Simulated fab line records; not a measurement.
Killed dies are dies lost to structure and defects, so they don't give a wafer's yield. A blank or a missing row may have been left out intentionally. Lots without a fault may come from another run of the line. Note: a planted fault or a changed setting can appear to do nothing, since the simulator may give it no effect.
Which of the tools did it? ; flow rit cmos ; Sampling: 7 lots, 21 wafers, 2 of 202 route steps

WHAT EACH GAUGE READ, for each wafer
RIT_PSD_TW_MEAS_10.
lot;measured;on;PSD_TW
L128;day 3 06:32;film metro-04;3421 3405 3425
L135;day 4 19:32;film metro-04;3433 3445 3432
L138;day 5 09:56;film metro-01;3430 3440 3448
L141;day 5 23:17;film metro-03;3411 3423 3430
L143;day 6 08:29;film metro-01;3544 3523 3540 3548 3545 3541
L145;day 6 19:47;film metro-03;3518 3516 3521 3536 3518 3494
L147;day 7 07:56;film metro-04;3402 3404 3412

WHICH TOOL RAN EACH LOT (tool, then ch and the chambers of the sampled wafers, then the start)
lot;RIT_PSD_IMPLANT_08
L128;implanter-01 ch 0, day 3 06:13
L135;implanter-01 ch 0, day 4 19:12
L138;implanter-01 ch 0, day 5 09:40
L141;implanter-04 ch 0, day 5 22:59
L143;implanter-01 ch 0, day 6 08:11
L145;implanter-01 ch 0, day 6 19:29
L147;implanter-04 ch 0, day 7 07:37
- RIT_PSD_IMPLANT_08

THE ANSWER, worked out from the rows above alone
Rule: the lots themselves supply what counts as usual. The widest of any qualifying gaps counts: lots, ordered by their means at a reading, are off when they make up no more than a third of the lots, leave a main group of 4 or more, and stand apart from it by 3 or more times the standard deviation of that group's means. The tables above print the reading to a certain number of digits; a main group whose means all agree to those digits is not used. A lot without any number at a reading at which 4 lots or more have one is off too. All remaining lots with rows at the step are treated as sound.
Off: at RIT_PSD_TW_MEAS_10 (PSD_TW), L143, L145. Mean 3424 and standard deviation 12 in the main group.
If a tool, at a process step before that reading, ran all the lots that are off and no sound lot after the first of them, it fits. Those tools and the gauges at RIT_PSD_TW_MEAS_10 are tried in the same way. One fits: implanter-01 at RIT_PSD_IMPLANT_08. Its last sound lot is L138 (day 5 09:40), its first lot that is off L143 (day 6 08:11): a fault that began between those two fits.

WHAT THE SIMULATOR HAD INSERTED
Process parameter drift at RIT_PSD_IMPLANT_08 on implanter-01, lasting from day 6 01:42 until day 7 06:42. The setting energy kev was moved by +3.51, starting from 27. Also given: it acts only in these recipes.
Struck lots among those shown: L143, L145. Same finding as the rule above.
